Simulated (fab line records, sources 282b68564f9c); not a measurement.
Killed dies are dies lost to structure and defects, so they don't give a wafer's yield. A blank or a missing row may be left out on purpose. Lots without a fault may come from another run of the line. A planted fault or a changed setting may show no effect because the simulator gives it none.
A struck lot beside a sound one | flow rit_cmos | 15 steps out of a route of 202
Sound: wafers L481.1, L481.4, L481.6. Struck: wafers L484.3, L484.4, L484.5. The cause comes at the end.
At each step with rows: each side's tool, then ch and its chambers, then its first start. Under that, the readings that differ: sound wafers | struck wafers | difference of the means | sigmas: that difference in standard deviations of wafers without a fault.
alike: readings whose means differ by less than 2 such deviations, and words and numbers that are the same on both sides. not compared: withheld readings, readings that some wafer has no value for, bounds like >300 that may hide the same value, and numbers for which the record gives no deviation and whose values overlap.
The two part at a step that has a row with sigmas, a row that says differs or no value, or rows on one side only. Numbers that don't overlap but have no deviation are shown without sigmas and don't part them. A reading that every wafer of one side lacks parts them only if that side has two wafers or more.

first, 1 step without rows for these wafers: RIT_PWELL_DEVELOP_05 (develop time 68 s).
RIT_PWELL_OVL_MEAS_06:
  sound on overlay-01, day 3 23:48; struck on overlay-02, day 4 14:52
  alike: PWELL_OVL
then, 2 steps without rows for these wafers: RIT_PWELL_HARDBAKE_07 (time 120 s); RIT_PWELL_IMPLANT_08.
RIT_PWELL_STRIP_09: strips in O2, time 180 s.
  sound on plasma_asher-01 ch 0, day 4 00:14; struck on plasma_asher-03 ch 0,1, day 4 15:21
  alike: drypump_motor_current_A
  not compared: rf_hours_counter_h
RIT_PWELL_TW_MEAS_10:
  sound on film_metro-03, day 4 00:25; struck on film_metro-01, day 4 15:29
  reading  | sound       | struck      | difference | sigmas
  PWELL_TW | 946 950 948 | 961 966 969 | +17        | +2
then, 1 step without rows for these wafers: RIT_WELLDRIVE_ANNEAL_00 (time 14700 s).
RIT_WELLDRIVE_RS_MEAS_01: measures by four-point-probe.
  sound on film_metro-01, day 4 05:53; struck on film_metro-03, day 4 20:49
  alike: NWELL_RS
RIT_WELLDRIVE_RS_MEAS_02: measures by four-point-probe.
  sound on film_metro-01, day 4 06:00; struck on film_metro-03, day 4 20:56
  alike: PWELL_RS
then, 3 steps without rows for these wafers: RIT_NRETRO_HMDS_00 (prime time 60 s); RIT_NRETRO_COAT_01 (resist thk 1300 nm); RIT_NRETRO_SOFTBAKE_02 (time 60 s).
RIT_NRETRO_EXPOSE_03: exposes mask M4, target cd 43900 nm.
  sound on iline_stepper-02 ch 0, day 4 06:42; struck on iline_stepper-01 ch 0, day 4 21:37
  reading                        | sound                   | struck            | difference | sigmas
  model.NRETRO.overlay_x_nm (nm) | -0.6786 -0.6786 -0.6786 | 2.224 2.224 2.224 | +2.903     |
  alike: mask
then, 1 step without rows for these wafers: RIT_NRETRO_PEB_04.
RIT_M1_PROBE_99:
  sound on prober-02, day 5 10:25; struck on prober-01, day 6 01:52
  reading            | sound | struck | difference | sigmas
  killed_at_contacts | 0 0 0 | 3 1 0  | +1         | +4
  alike: killed_at_M0_to_M3, killed_at_front_end, killed_dies, killed_open, killed_short

WHERE THEY PART
First at RIT_PWELL_TW_MEAS_10; last, within this record, at RIT_M1_PROBE_99.

WHY: what the simulator had put in
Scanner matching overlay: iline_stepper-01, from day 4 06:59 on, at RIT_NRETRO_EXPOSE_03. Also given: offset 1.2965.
